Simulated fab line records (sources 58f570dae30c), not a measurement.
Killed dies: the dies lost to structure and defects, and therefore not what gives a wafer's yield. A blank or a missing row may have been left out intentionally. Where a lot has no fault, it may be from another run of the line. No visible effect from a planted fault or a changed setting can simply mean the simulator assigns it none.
What tool caused it? | flow berkeleyCmos170 | 15 lots, 45 wafers sampled, at 3 steps of a route of 331

== WHAT THE GAUGES READ, wafer by wafer ==
UCB170_M2_RS_MEAS_02: a four-point-probe measurement. Usual: M2_AL_RS 0.0328 ohm/sq, standard deviation 0.00031.
lot  | measured     | on           | M2_AL_RS (ohm/sq)    | flag
L907 | day 8 14:17  | filmMetro-01 | 0.0321 0.0325 0.0323 | 
L910 | day 9 13:26  | filmMetro-04 | 0.0328 0.0331 0.0329 | 
L908 | day 9 14:59  | filmMetro-03 | 0.0331 0.0327 0.0328 | 
L909 | day 9 16:27  | filmMetro-04 | 0.0330 0.0333 0.0329 | 
L915 | day 10 02:46 | filmMetro-01 | 0.0324 0.0324 0.0326 | 
L914 | day 10 04:47 | filmMetro-04 | 0.0329 0.0329 0.0333 | 
L913 | day 10 04:52 | filmMetro-03 | 0.0333 0.0328 0.0329 | 
L916 | day 10 04:54 | filmMetro-01 | 0.0327 0.0326 0.0327 | 
L917 | day 11 04:10 | filmMetro-03 | 0.0330 0.0331 0.0335 | 
L918 | day 11 05:32 | filmMetro-01 | 0.0333 0.0330 0.0330 | 
L919 | day 11 09:09 | filmMetro-04 | - - -                | OFF
L920 | day 11 19:59 | filmMetro-03 | - - -                | OFF
L922 | day 11 20:43 | filmMetro-01 | - - -                | OFF
L925 | day 12 11:58 | filmMetro-04 | 0.0334 0.0328 0.0333 | 
L927 | day 13 14:07 | filmMetro-04 | 0.0331 0.0332 0.0332 | 

UCB170_M2_THK_MEAS_03: measures by xrf. Usual: M2_AL_THK 886 nm, standard deviation 10.
lot  | measured     | on           | M2_AL_THK (nm) | flag
L907 | day 8 14:24  | filmMetro-01 | 906 895 900    | 
L910 | day 9 13:32  | filmMetro-04 | 886 872 880    | 
L908 | day 9 15:06  | filmMetro-03 | 881 890 888    | 
L909 | day 9 16:34  | filmMetro-04 | 879 867 880    | 
L915 | day 10 02:53 | filmMetro-01 | 897 900 892    | 
L914 | day 10 04:53 | filmMetro-04 | 878 881 868    | 
L913 | day 10 04:59 | filmMetro-03 | 872 882 877    | 
L916 | day 10 05:01 | filmMetro-01 | 892 899 888    | 
L917 | day 11 04:16 | filmMetro-03 | 881 876 865    | 
L918 | day 11 05:39 | filmMetro-01 | 876 885 884    | 
L919 | day 11 09:16 | filmMetro-04 | <1 <1 <1       | OFF
L920 | day 11 20:07 | filmMetro-03 | <0 <0 <0       | OFF
L922 | day 11 20:50 | filmMetro-01 | <0 <0 <0       | OFF
L925 | day 12 12:05 | filmMetro-04 | 861 878 866    | 
L927 | day 13 14:14 | filmMetro-04 | 875 869 874    | 

== WHICH TOOL RAN EACH LOT (tool, then ch and the chambers of the sampled wafers, then the start) ==
lot  | UCB170_M2_SPUTTER_01
L907 | pvdSputter-02, day 8 14:11
L910 | pvdSputter-02, day 9 13:13
L908 | pvdSputter-03, day 9 14:53
L909 | pvdSputter-01, day 9 16:20
L915 | pvdSputter-03, day 10 02:40
L914 | pvdSputter-01, day 10 04:41
L913 | pvdSputter-03, day 10 04:47
L916 | pvdSputter-02, day 10 04:48
L917 | pvdSputter-01, day 11 04:03
L918 | pvdSputter-02, day 11 05:27
L919 | pvdSputter-02, day 11 09:04
L920 | pvdSputter-01, day 11 19:55
L922 | pvdSputter-02, day 11 20:38
L925 | pvdSputter-01, day 12 11:52
L927 | pvdSputter-01, day 13 14:02
- UCB170_M2_SPUTTER_01: material Al, target thk 900 nm, time 118.3 s.

== AS READ BY THE TOOLS THEMSELVES (means over the sampled wafers that have a number; for cases with no such wafer, the mark the record gives instead) ==
UCB170_M2_SPUTTER_01. Usual: cathodeDcPowerW 6000.0 W, standard deviation 1.2; chamberPressurePa 0.5000 Pa, standard deviation 0.00092; throttleValvePct 30.8 %, standard deviation 1.2.
lot  | tool          | cathodeDcPowerW (W) | chamberPressurePa (Pa) | throttleValvePct (%) | flag
L907 | pvdSputter-02 | 6000.9              | 0.4995                 | 31.7                 | 
L910 | pvdSputter-02 | 6000.0              | 0.5005                 | 31.6                 | 
L908 | pvdSputter-03 | 5999.8              | 0.5002                 | 30.4                 | 
L909 | pvdSputter-01 | 6000.0              | 0.4996                 | 30.8                 | 
L915 | pvdSputter-03 | 5998.8              | 0.5007                 | 30.6                 | 
L914 | pvdSputter-01 | 6001.2              | 0.4999                 | 30.8                 | 
L913 | pvdSputter-03 | 5999.7              | 0.5004                 | 29.3                 | 
L916 | pvdSputter-02 | 6001.3              | 0.4993                 | 31.5                 | 
L917 | pvdSputter-01 | 5999.2              | 0.4991                 | 30.9                 | 
L918 | pvdSputter-02 | 5999.7              | 0.5001                 | 31.6                 | 
L919 | pvdSputter-02 | -                   | -                      | -                    | OFF
L920 | pvdSputter-01 | -                   | -                      | -                    | OFF
L922 | pvdSputter-02 | -                   | -                      | -                    | OFF
L925 | pvdSputter-01 | 6000.3              | 0.5000                 | 30.6                 | 
L927 | pvdSputter-01 | 6000.2              | 0.4996                 | 31.0                 | 

== THE ANSWER, worked out from the rows above alone ==
Rule: take the mean of a lot's wafers that have a number; if it is more than 3 standard deviations from the usual mean, the lot is off. A lot without any number at a reading at which 4 lots or more have one is off too. All remaining lots with rows at the step are treated as sound. First the gauges in route order, then the tools' own readings, where a lot's mean is used as printed above. At the first step where some lot is off, the reading lying furthest off is the one used; lots without a number count as furthest.
Off: L919, L920, L922, seen at UCB170_M2_RS_MEAS_02 (M2_AL_RS). Without a number there: L919, L920, L922.
A tool fits if, at a process step before that reading, it ran every lot that is off, and no sound lot after the first of them. Not tried: the gauges at UCB170_M2_RS_MEAS_02; whatever is off there is also off at UCB170_M2_SPUTTER_01, on other tools, and gauge error can't account for it. No candidate that was tried fits.

== WHAT THE SIMULATOR PUT IN ==
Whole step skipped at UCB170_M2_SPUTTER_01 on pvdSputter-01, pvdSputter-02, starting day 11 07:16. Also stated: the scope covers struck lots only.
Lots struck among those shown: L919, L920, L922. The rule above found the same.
